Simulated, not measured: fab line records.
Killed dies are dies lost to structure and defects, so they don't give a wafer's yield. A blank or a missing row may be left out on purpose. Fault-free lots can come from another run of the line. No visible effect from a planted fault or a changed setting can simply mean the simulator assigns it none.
Chamber matching -- flow berkeley_cmos170 -- UCB170_M1_ETCH_11 on rie_diel-03 has 4 sister chambers
The step etches BARC in N2/H2. 4 wafers are shown with their chamber, then 7 later ones without.

WAFERS WITH THEIR CHAMBER
wafer,chamber,throttle_valve_pct (%)
L799.3,1,13.10
L804.6,3,13.13
L809.2,2,13.36
L809.3,0,13.52

WAFERS WITH NO CHAMBER GIVEN
wafer,throttle_valve_pct (%)
L809.4,13.10
L813.3,13.09
L813.4,13.36
L813.5,13.53
L819.3,13.53
L819.5,13.53
L819.6,13.10

EACH ONE'S CHAMBER
wafer,from the rows above,in truth
L809.4,1,1
L813.3,1,1
L813.4,2,2
L813.5,0,0
L819.3,0,0
L819.5,0,0
L819.6,1,1
7 of 7 placed correctly. Can't be placed from these rows: 0. Wrongly placed: 0.
How it was worked out, from the rows above alone: a wafer's distance from a chamber is the root of the sum, over the readings, of the square of ((its reading less the chamber's mean) divided by the reading's scatter). The wafer belongs to the nearest chamber; if the next one is less than 2 further off, it can't be placed. Each chamber's mean is taken over the wafers shown for it. The scatter: with one shown wafer a chamber, the root of the mean of the squares of how far each hidden wafer lies from its nearest shown one.
